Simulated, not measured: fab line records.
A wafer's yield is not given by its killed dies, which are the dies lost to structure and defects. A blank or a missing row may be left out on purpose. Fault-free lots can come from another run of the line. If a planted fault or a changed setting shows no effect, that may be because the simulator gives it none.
A sampling plan put to the test / flow berkeley_cmos170 / one fab line, 14 faults that these records tell of, each judged on the records of the lots that it struck
The plan is the line's own looks: the steps of the route at which a gauge or an inspection reads the wafer and doesn't change it. A look is open to judgement when struck wafers have a number at it and the file gives its usual mean and standard deviation on fault-free wafers. Caught: at a look after the fault's first step, the mean of the struck wafers lies 4 or more of those standard deviations (sigma) from the usual mean. On the tool: the identical test, applied to the tool's own readings at the steps of the fault. It also counts as caught if the struck wafers ran another recipe or if their record alone is blank.

THE FAULTS, as the simulator had put them in
1. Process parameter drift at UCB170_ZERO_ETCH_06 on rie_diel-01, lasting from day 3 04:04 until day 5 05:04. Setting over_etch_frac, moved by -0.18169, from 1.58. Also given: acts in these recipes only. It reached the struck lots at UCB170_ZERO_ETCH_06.
2. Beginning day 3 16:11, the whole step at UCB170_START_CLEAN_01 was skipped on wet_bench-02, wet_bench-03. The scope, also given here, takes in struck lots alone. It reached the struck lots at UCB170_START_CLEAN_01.
3. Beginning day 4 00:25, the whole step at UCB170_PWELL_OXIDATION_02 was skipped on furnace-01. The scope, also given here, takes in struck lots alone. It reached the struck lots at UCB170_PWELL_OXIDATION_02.
4. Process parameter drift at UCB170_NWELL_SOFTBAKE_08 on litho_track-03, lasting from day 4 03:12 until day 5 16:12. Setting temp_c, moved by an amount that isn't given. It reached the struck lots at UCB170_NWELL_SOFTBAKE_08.
5. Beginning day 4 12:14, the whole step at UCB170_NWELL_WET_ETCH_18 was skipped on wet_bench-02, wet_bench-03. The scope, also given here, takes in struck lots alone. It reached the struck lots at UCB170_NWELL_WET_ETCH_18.
6. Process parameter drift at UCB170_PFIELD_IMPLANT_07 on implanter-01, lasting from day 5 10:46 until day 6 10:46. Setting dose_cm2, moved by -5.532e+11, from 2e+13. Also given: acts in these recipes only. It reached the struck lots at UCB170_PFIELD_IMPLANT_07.
7. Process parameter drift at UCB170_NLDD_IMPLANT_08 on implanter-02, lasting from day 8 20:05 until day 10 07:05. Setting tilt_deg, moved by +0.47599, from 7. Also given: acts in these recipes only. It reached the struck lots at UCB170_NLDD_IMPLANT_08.
8. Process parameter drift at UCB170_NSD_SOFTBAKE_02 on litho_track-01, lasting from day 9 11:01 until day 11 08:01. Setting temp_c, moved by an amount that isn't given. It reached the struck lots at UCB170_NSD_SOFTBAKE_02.
9. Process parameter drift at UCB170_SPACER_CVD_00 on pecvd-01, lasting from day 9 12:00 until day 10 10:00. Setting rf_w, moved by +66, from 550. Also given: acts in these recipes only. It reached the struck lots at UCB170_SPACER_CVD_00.
10. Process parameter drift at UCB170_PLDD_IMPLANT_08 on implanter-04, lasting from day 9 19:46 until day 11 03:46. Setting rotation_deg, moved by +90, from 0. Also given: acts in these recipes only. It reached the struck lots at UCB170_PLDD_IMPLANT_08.
11. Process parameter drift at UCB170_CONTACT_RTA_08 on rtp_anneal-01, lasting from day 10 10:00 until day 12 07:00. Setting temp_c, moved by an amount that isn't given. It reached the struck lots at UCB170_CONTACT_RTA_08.
12. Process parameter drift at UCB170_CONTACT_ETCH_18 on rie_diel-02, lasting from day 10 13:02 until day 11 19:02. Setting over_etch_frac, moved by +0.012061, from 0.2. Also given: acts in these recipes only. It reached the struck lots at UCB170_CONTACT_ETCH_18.
13. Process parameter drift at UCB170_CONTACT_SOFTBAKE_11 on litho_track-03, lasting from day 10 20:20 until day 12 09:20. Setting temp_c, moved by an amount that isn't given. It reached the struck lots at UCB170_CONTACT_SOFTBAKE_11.
14. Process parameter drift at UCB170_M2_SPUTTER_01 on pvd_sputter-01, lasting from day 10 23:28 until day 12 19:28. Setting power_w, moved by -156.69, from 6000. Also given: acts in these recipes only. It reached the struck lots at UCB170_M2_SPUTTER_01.

WHAT THE PLAN SAW
fault=1; on the tool itself=under 2 sigma; first look that catches it=none of the 2 looks that can be judged after it; reading, sigma=-; median hours from its first step to that look=-; hours from the fault's start to the first struck lot there=-; judged looks passed uncaught=2
fault=2; on the tool itself=the tool's record is blank for the struck wafers; first look that catches it=no look after it can be judged; reading, sigma=-; median hours from its first step to that look=-; hours from the fault's start to the first struck lot there=-; judged looks passed uncaught=0
fault=3; on the tool itself=the tool's record is blank for the struck wafers; first look that catches it=no look after it can be judged; reading, sigma=-; median hours from its first step to that look=-; hours from the fault's start to the first struck lot there=-; judged looks passed uncaught=0
fault=4; on the tool itself=heater_power_total_W -18 sigma; first look that catches it=not the one look that can be judged after it; reading, sigma=-; median hours from its first step to that look=-; hours from the fault's start to the first struck lot there=-; judged looks passed uncaught=1
fault=5; on the tool itself=the tool's record is blank for the struck wafers; first look that catches it=no look after it can be judged; reading, sigma=-; median hours from its first step to that look=-; hours from the fault's start to the first struck lot there=-; judged looks passed uncaught=0
fault=6; on the tool itself=dose_ions_cm2 -27 sigma; first look that catches it=no look after it can be judged; reading, sigma=-; median hours from its first step to that look=-; hours from the fault's start to the first struck lot there=-; judged looks passed uncaught=0
fault=7; on the tool itself=tilt_deg +23 sigma; first look that catches it=not the one look that can be judged after it; reading, sigma=-; median hours from its first step to that look=-; hours from the fault's start to the first struck lot there=-; judged looks passed uncaught=1
fault=8; on the tool itself=heater_power_total_W -9.4 sigma; first look that catches it=none of the 3 looks that can be judged after it; reading, sigma=strongest: cd_nm at UCB170_NSD_CD_MEAS_06, -3.0; median hours from its first step to that look=-; hours from the fault's start to the first struck lot there=-; judged looks passed uncaught=3
fault=9; on the tool itself=rf_fwd_power_W +27 sigma; first look that catches it=no look after it can be judged; reading, sigma=-; median hours from its first step to that look=-; hours from the fault's start to the first struck lot there=-; judged looks passed uncaught=0
fault=10; on the tool itself=rotation_deg +99 or beyond sigma; first look that catches it=none of the 2 looks that can be judged after it; reading, sigma=-; median hours from its first step to that look=-; hours from the fault's start to the first struck lot there=-; judged looks passed uncaught=2
fault=11; on the tool itself=wafer_temp_C_max -24 sigma; first look that catches it=not the one look that can be judged after it; reading, sigma=-; median hours from its first step to that look=-; hours from the fault's start to the first struck lot there=-; judged looks passed uncaught=1
fault=12; on the tool itself=under 2 sigma; first look that catches it=not the one look that can be judged after it; reading, sigma=-; median hours from its first step to that look=-; hours from the fault's start to the first struck lot there=-; judged looks passed uncaught=1
fault=13; on the tool itself=heater_power_total_W -11 sigma; first look that catches it=no look after it can be judged; reading, sigma=-; median hours from its first step to that look=-; hours from the fault's start to the first struck lot there=-; judged looks passed uncaught=0
fault=14; on the tool itself=cathode_dc_power_W -99 or beyond sigma; first look that catches it=not the one look that can be judged after it; reading, sigma=-; median hours from its first step to that look=-; hours from the fault's start to the first struck lot there=-; judged looks passed uncaught=1
A dash: the fault isn't caught, or these records don't give the number.

Caught at a look: 0 of 14. Caught on the tool: 12 of 14. By one or the other: 12 of 14.
Faults caught by the tool alone: 2, 3, 4, 5, 6, 7, 8, 9, 10, 11, 13, 14.
Caught by neither: faults 1, 12.
